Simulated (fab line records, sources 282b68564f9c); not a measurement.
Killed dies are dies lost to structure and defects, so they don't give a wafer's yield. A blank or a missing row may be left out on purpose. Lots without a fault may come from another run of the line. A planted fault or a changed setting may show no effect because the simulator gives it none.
One fault seen from 2 desks | flow rit_cmos | each desk has only its own numbers; what lay behind them comes last

THE METROLOGY DESK
What the gauges read, lot by lot, whatever tool the lot ran on: means of the sampled wafers that have a number. A lot is out of limits, marked OUT, if its mean lies more than 4 standard deviations from the usual mean; the brackets give that distance.
Columns: A = ACTIVE_NITRIDE_THK at RIT_ACTIVE_THK_MEAS_04, usual 149.7 nm
lot  | first seen here | A
L153 | day 1 13:33     | 148.2
L155 | day 1 23:32     | 151.8
L156 | day 2 04:45     | 150.1
L159 | day 2 20:46     | 147.8
L160 | day 3 01:40     | 149.7
L161 | day 3 05:35     | 147.7
L162 | day 3 11:11     | 148.7
L163 | day 3 15:44     | 150.0
L164 | day 3 21:26     | 149.8
L165 | day 4 01:32     | 149.8
L166 | day 4 06:35     | 146.8
L167 | day 4 11:46     | 207.4 (+38) OUT
L175 | day 6 03:32     | 148.2
This desk's finding: out of limits on L167; first on L167, day 4 11:46 (ACTIVE_NITRIDE_THK at RIT_ACTIVE_THK_MEAS_04). In limits: L153, L155, L156, L159, L160, L161, L162, L163, L164, L165, L166, L175.

THE TOOL OWNER'S DESK: lpcvd-02
The tool's own readings at RIT_ACTIVE_CVD_03 (deposits Si3N4 from SiH2Cl2/NH3, target thk 150 nm, time 1500 s): means of the sampled wafers that have a number, for each lot that ran on this tool. A lot is out of limits, marked OUT, if its mean lies more than 4 standard deviations from the usual mean; the brackets give that distance.
Columns: A = nh3_flow_sccm at RIT_ACTIVE_CVD_03, usual 150.0 sccm; B = pressure_mtorr at RIT_ACTIVE_CVD_03, usual 300.0 mTorr
lot  | first seen here | A     | B
L153 | day 1 12:07     | 150.2 | 300.5
L155 | day 1 22:07     | 150.4 | 299.6
L163 | day 3 14:19     | 150.1 | 299.5
L164 | day 3 20:00     | 150.7 | 300.3
L165 | day 4 00:07     | 150.7 | 300.2
L167 | day 4 10:20     | 150.0 | 300.6
This desk's finding: nothing out of limits on any of the 6 lots.

PUT TOGETHER
The metrology desk could have raised an alarm at day 4 11:46, on L167.
The tool owner's desk saw nothing out of limits.
The tool owner's desk has L167 on record, within its limits.
Of the lots named, all ran RIT_ACTIVE_CVD_03 on lpcvd-02.

WHAT THE SIMULATOR HAD PUT IN
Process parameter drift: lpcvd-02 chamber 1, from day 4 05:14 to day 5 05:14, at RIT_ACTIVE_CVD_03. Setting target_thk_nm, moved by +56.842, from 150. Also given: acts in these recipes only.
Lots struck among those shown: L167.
Hours from the fault's start to each desk's first reading out of limits: the metrology desk, 7.
